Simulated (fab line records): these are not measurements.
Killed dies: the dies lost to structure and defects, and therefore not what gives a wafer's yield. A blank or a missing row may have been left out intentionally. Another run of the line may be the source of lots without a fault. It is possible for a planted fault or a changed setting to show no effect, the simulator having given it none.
Matching of chambers -- flow rit-cmos -- 3 sister chambers for RIT_GATE_ETCH_19 on rie-si-02
The step etches poly-Si in SF6/CHF3/O2, stops on SiO2, time 165 s, target depth 312.5 nm. 14 wafers are shown with their chamber, then 6 later ones without.

## WAFERS PAIRED WITH THEIR CHAMBERS
wafer,chamber,drypump-motor-current-A (A),throttle-valve-pct (%),oes-product-au (a.u.)
L631.2,3,6.1,10.18,0.843
L631.3,2,4.8,9.96,0.852
L631.6,3,6.1,10.17,0.838
L633.1,2,4.8,9.96,0.851
L633.4,0,6.4,10.08,0.843
L633.6,2,4.8,9.94,0.854
L635.1,0,6.4,10.08,0.845
L635.2,3,6.1,10.17,0.846
L635.6,3,6.1,10.15,0.837
L637.1,0,6.4,10.07,0.853
L637.3,0,6.4,10.07,0.846
L637.4,2,4.8,9.96,0.851
L639.3,0,6.4,10.08,0.831
L639.5,3,6.2,10.18,0.830

SIGNATURES (means of the wafers above)
reading,chamber 0,chamber 2,chamber 3,scatter within a chamber
drypump-motor-current-A,6.400,4.800,6.120,0.027
throttle-valve-pct,10.0760,9.9550,10.1700,0.00963
oes-product-au,0.84360,0.85200,0.83880,0.00612
Rule: a wafer's distance from a chamber is the root of the sum, over the readings, of the square of ((its reading less the chamber's mean) divided by the reading's scatter). The wafer belongs to the nearest chamber; if the next one is less than 2 further off, it can't be placed. How the scatter is found: for the shown wafers, subtract from each reading the mean of its chamber, square and add these, divide the total by (wafers less chambers), then take the root.

## WAFERS MISSING THEIR CHAMBER
wafer,drypump-motor-current-A (A),throttle-valve-pct (%),oes-product-au (a.u.)
L639.6,6.4,10.07,0.832
L646.2,4.8,9.95,0.863
L646.4,6.1,10.18,0.855
L646.5,6.1,10.19,0.854
L649.3,6.4,10.07,0.851
L649.4,6.1,10.17,0.852

## WHICH CHAMBER EACH WENT THROUGH
wafer,from the rows above,in truth
L639.6,0,0
L646.2,2,2
L646.4,3,3
L646.5,3,3
L649.3,0,0
L649.4,3,3
Correctly placed: 6 of 6. Number that these rows cannot place: 0. Wrongly placed: 0.
